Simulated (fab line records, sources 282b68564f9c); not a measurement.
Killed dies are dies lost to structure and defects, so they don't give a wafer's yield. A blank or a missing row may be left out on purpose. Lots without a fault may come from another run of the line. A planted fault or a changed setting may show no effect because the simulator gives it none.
A struck lot beside a sound one | flow rit_cmos | 19 steps out of a route of 202
Sound: wafers L513.2, L513.4, L513.6. Struck: wafers L507.2, L507.4, L507.6. The cause comes at the end.
At each step with rows: each side's tool, then ch and its chambers, then its first start. Under that, the readings that differ: sound wafers | struck wafers | difference of the means | sigmas: that difference in standard deviations of wafers without a fault.
alike: readings whose means differ by less than 2 such deviations, and words and numbers that are the same on both sides. not compared: withheld readings, readings that some wafer has no value for, bounds like >300 that may hide the same value, and numbers for which the record gives no deviation and whose values overlap.
The two part at a step that has a row with sigmas, a row that says differs or no value, or rows on one side only. Numbers that don't overlap but have no deviation are shown without sigmas and don't part them. A reading that every wafer of one side lacks parts them only if that side has two wafers or more.

RIT_SDANNEAL_RS_MEAS_06: measures by four-point-probe.
  sound on film_metro-02, day 5 15:06; struck on film_metro-01, day 4 09:13
  alike: PLDD_RS
RIT_SDANNEAL_RS_MEAS_07: measures by four-point-probe.
  sound on film_metro-02, day 5 15:13; struck on film_metro-01, day 4 09:20
  alike: NLDD_RS
then, 1 step without rows for these wafers: RIT_SILICIDE_WET_ETCH_00 (etches SiO2 in BOE, target depth 14 nm, time 15 s).
RIT_SILICIDE_SPUTTER_01: material Ti, target thk 30 nm, time 236.4 s.
  sound on pvd_sputter-04, day 5 15:20; struck on pvd_sputter-03, day 4 09:26
  alike: throttle_valve_pct
RIT_SILICIDE_RS_MEAS_02: measures by four-point-probe.
  sound on film_metro-01, day 5 15:30; struck on film_metro-04, day 4 09:37
  alike: SILICIDE_TI_RS
RIT_SILICIDE_THK_MEAS_03: measures by xrf.
  sound on film_metro-01, day 5 15:37; struck on film_metro-04, day 4 09:43
  alike: SILICIDE_TI_THK
RIT_SILICIDE_RTA_04: time 10 s, ramp up 5 s, ramp down 5 s.
  sound on rtp_anneal-02 ch 0, day 5 15:41; struck on rtp_anneal-02 ch 0, day 4 09:47
  alike: chamber_o2_ppm, wafer_temp_C_max
then, 1 step without rows for these wafers: RIT_SILICIDE_WET_ETCH_05 (etches Ti in SPM, time 120 s).
RIT_SILICIDE_RTA_06: time 10 s, ramp up 5 s, ramp down 10 s.
  sound on rtp_anneal-01 ch 0, day 5 15:47; struck on rtp_anneal-01 ch 0, day 4 09:54
  alike: chamber_o2_ppm, wafer_temp_C_max
RIT_CONTACT_CVD_00: deposits SiO2 from TEOS, target thk 400 nm, time 61 s.
  sound on pecvd-03 ch 0,2, day 5 15:50; struck on pecvd-03 ch 0,2, day 4 10:01
  alike: heater_power_w
RIT_CONTACT_THK_MEAS_01:
  sound on film_metro-03, day 5 15:54; struck on film_metro-01, day 4 10:07
  alike: CONTACT_TEOS_THK
then, 1 step without rows for these wafers: RIT_CONTACT_HMDS_02 (prime time 60 s).
RIT_CONTACT_COAT_03: resist thk 1000 nm.
  sound on litho_track-02 ch 0, day 5 16:08; struck on litho_track-02, day 4 10:32
  no value came back on the struck wafers for chill_plate_temp_C (C), dispense_pressure_kPa (kPa); on the sound wafers chill_plate_temp_C (C) reads 23.00 23.03 23.08
then, 4 steps without rows for these wafers: RIT_CONTACT_SOFTBAKE_04 (time 60 s); RIT_CONTACT_EXPOSE_05 (exposes mask M11, target cd 1000 nm); RIT_CONTACT_PEB_06; RIT_CONTACT_DEVELOP_07 (develop time 120 s).
RIT_CONTACT_CD_MEAS_08: target cd 1000 nm.
  sound on cd_sem-01, day 5 17:06; struck on cd_sem-01, day 4 11:20
  reading    | sound                | struck | difference                    | sigmas
  cd_nm (nm) | 1003.4 1001.0 1002.8 | - - -  | no value on the struck wafers |
RIT_CONTACT_OVL_MEAS_09:
  sound on overlay-01, day 5 17:12; struck on overlay-02, day 4 11:27
  reading          | sound          | struck | difference                    | sigmas
  CONTACT_OVL (nm) | -3.7 -2.2 -4.0 | - - -  | no value on the struck wafers |

WHERE THEY PART
First at RIT_CONTACT_COAT_03; last, within this record, at RIT_CONTACT_OVL_MEAS_09.

WHY: what the simulator had put in
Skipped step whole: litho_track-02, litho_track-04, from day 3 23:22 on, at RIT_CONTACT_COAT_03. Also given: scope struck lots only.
